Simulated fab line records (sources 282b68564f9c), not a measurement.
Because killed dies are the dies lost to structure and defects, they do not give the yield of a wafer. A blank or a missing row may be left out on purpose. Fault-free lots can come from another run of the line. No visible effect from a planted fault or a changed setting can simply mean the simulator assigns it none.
Comparing a struck lot with a sound one ; flow rit_cmos ; 34 steps out of a route of 202
Sound: wafers L756.3, L756.4, L756.6. Wafers struck: L762.2, L762.4, L762.5. The cause comes at the end.
Per side, at each step with rows, come the tool, then ch with its chambers, and then its first start. Under that, the readings that differ: sound wafers ; struck wafers ; difference of the means ; sigmas: that difference in standard deviations of wafers without a fault.
alike: readings with means less than 2 such deviations apart, plus words and numbers identical on both sides. not compared: withheld readings, readings lacking a value on some wafer, bounds such as >300 that could conceal the same value, and numbers that have no deviation in the record and whose values overlap.
The two part at a step that has a row with sigmas, a row that says differs or no value, or rows on one side only. Numbers that have no deviation but don't overlap get no sigmas and don't part them. Lack of a reading on every wafer of one side parts them only where that side has two or more wafers.

first, 2 steps without rows for these wafers: RIT_SPACER_CLEAN_02 (cleans in SC2, time 600 s); RIT_SPACER_CVD_03 (deposits Si3N4 from SiH2Cl2/NH3, target thk 250 nm, time 3300 s).
RIT_SPACER_THK_MEAS_04:
  sound: film_metro-04 at day 3 19:12; struck: film_metro-02 at day 4 23:58
  alike: SPACER_NITRIDE_THK
RIT_SPACER_ETCHBACK_05: etches Si3N4 in SF6/CHF3, stops on SiO2, target depth 250 nm, time 240 s.
  sound on rie_diel-02 ch 0,1,2, day 3 19:14; struck on rie_diel-04 ch 2,3, day 5 00:01
reading;sound;struck;difference;sigmas
oes_product_au (a.u.);0.816 0.841 0.837;0.869 0.883 0.879;+0.046;+3
  alike: CHF3_flow_sccm, chamber_pressure_mTorr, drypump_motor_current_A, throttle_valve_pct
  not compared: rf_hours_counter_h
then, 6 steps without rows for these wafers: RIT_NSD_HMDS_00 (prime time 60 s); RIT_NSD_COAT_01 (resist thk 1000 nm); RIT_NSD_SOFTBAKE_02 (time 60 s); RIT_NSD_EXPOSE_03 (exposes mask M9, target cd 40700 nm); RIT_NSD_PEB_04; RIT_NSD_DEVELOP_05 (develop time 50 s).
RIT_NSD_OVL_MEAS_06:
  sound: overlay-01 at day 3 20:15; struck: overlay-02 at day 5 01:01
  alike: NSD_OVL
then, 1 step without rows for these wafers: RIT_NSD_HARDBAKE_07 (time 60 s).
RIT_NSD_IMPLANT_08:
  sound on implanter-01 ch 0, day 3 20:38; struck on implanter-02 ch 0, day 5 01:13
reading;sound;struck;difference;sigmas
beam_on_s (s);10.03 10.13 10.01;13.96 14.36 14.15;+4.10;+19
faraday_current_uA;3130 3099 3135;2245 2192 2224;-901;-13
RIT_NSD_STRIP_09: strips in O2, time 180 s.
  sound on plasma_asher-02 ch 0,1, day 3 20:47; struck on plasma_asher-01 ch 0,1, day 5 01:20
  alike: chamber_pressure_mTorr, drypump_motor_current_A
  not compared: rf_hours_counter_h
RIT_NSD_TW_MEAS_10:
  sound: film_metro-04 at day 3 20:56; struck: film_metro-03 at day 5 01:32
reading;sound;struck;difference;sigmas
NSD_TW;3131 3115 3128;3331 3334 3329;+207;+16
then, 6 steps without rows for these wafers: RIT_PSD_HMDS_00 (prime time 60 s); RIT_PSD_COAT_01 (resist thk 1000 nm); RIT_PSD_SOFTBAKE_02 (time 60 s); RIT_PSD_EXPOSE_03 (exposes mask M10, target cd 40900 nm); RIT_PSD_PEB_04; RIT_PSD_DEVELOP_05 (develop time 50 s).
RIT_PSD_OVL_MEAS_06:
  sound: overlay-01 at day 3 21:58; struck: overlay-01 at day 5 02:34
  alike: PSD_OVL
then, 2 steps without rows for these wafers: RIT_PSD_HARDBAKE_07 (time 60 s); RIT_PSD_IMPLANT_08.
RIT_PSD_STRIP_09: strips in O2, time 180 s.
  sound on plasma_asher-04 ch 0,1, day 3 22:20; struck on plasma_asher-04 ch 0,1, day 5 02:53
  alike: chamber_pressure_mTorr, drypump_motor_current_A
  not compared: rf_hours_counter_h
RIT_PSD_TW_MEAS_10:
  sound: film_metro-04 at day 3 22:29; struck: film_metro-02 at day 5 03:04
  alike: PSD_TW
then, 3 steps without rows for these wafers: RIT_SDANNEAL_CLEAN_00 (cleans in SC1, time 600 s); RIT_SDANNEAL_CLEAN_01 (cleans in dHF, time 30 s); RIT_SDANNEAL_CLEAN_02 (cleans in SC2, time 600 s).
RIT_SDANNEAL_RTA_03: time 5 s.
  sound on rtp_anneal-01 ch 0, day 3 22:58; struck on rtp_anneal-01 ch 0, day 5 03:30
  alike: wafer_temp_C_max
RIT_SDANNEAL_RS_MEAS_04: a four-point-probe measurement.
  sound: film_metro-04 at day 3 23:03; struck: film_metro-02 at day 5 03:34
  alike: PSD_RS
RIT_SDANNEAL_RS_MEAS_05: a four-point-probe measurement.
  sound: film_metro-04 at day 3 23:10; struck: film_metro-02 at day 5 03:41
reading;sound;struck;difference;sigmas
NSD_RS (ohm/sq);84.69 84.81 84.73;64.58 64.45 64.44;-20.25;-70
RIT_SDANNEAL_RS_MEAS_06: a four-point-probe measurement.
  sound: film_metro-04 at day 3 23:17; struck: film_metro-02 at day 5 03:49
  alike: PLDD_RS
RIT_M1_PROBE_99:
  sound: prober-02 at day 4 07:04; struck: prober-02 at day 5 11:08
reading;sound;struck;difference;sigmas
model.etest.nmos_0p3.r_on_ohm_um;2187 2170 2237;2051 2051 2002;-163;
model.etest.nmos_0p15.r_on_ohm_um;1160 1166 1194;1052 1010 1008;-150;
model.etest.nmos_0p15.drive_ua_um;470.4 475.3 464.2;493.1 491.9 507.6;+27.6;
model.etest.nmos_narrow.drive_ua_um;227.5 235 226.7;243.1 235.6 248;+12.5;
model.etest.contact_nplus.end_ohm_um;42.41 41.38 42.06;27.01 27.49 27.5;-14.62;
model.etest.npoly_line.rs_ohm_sq;16.84 17.32 17.14;16.63 16.32 16.27;-0.69;
model.etest.nmos_0p15.tox_inv_nm (nm);4.443 4.304 4.372;4.224 4.291 4.252;-0.117;
  alike: killed_at_front_end, killed_dies, killed_open, killed_short
  not compared: model.etest.nmos_0p3.drive_ua_um

WHERE THEY PART
Last at RIT_SDANNEAL_RS_MEAS_05 as far as this record goes, first at RIT_SPACER_ETCHBACK_05. Later steps at which nothing parts them and some readings are alike: RIT_SDANNEAL_RS_MEAS_06, RIT_M1_PROBE_99.

WHY: whatever the simulator had introduced
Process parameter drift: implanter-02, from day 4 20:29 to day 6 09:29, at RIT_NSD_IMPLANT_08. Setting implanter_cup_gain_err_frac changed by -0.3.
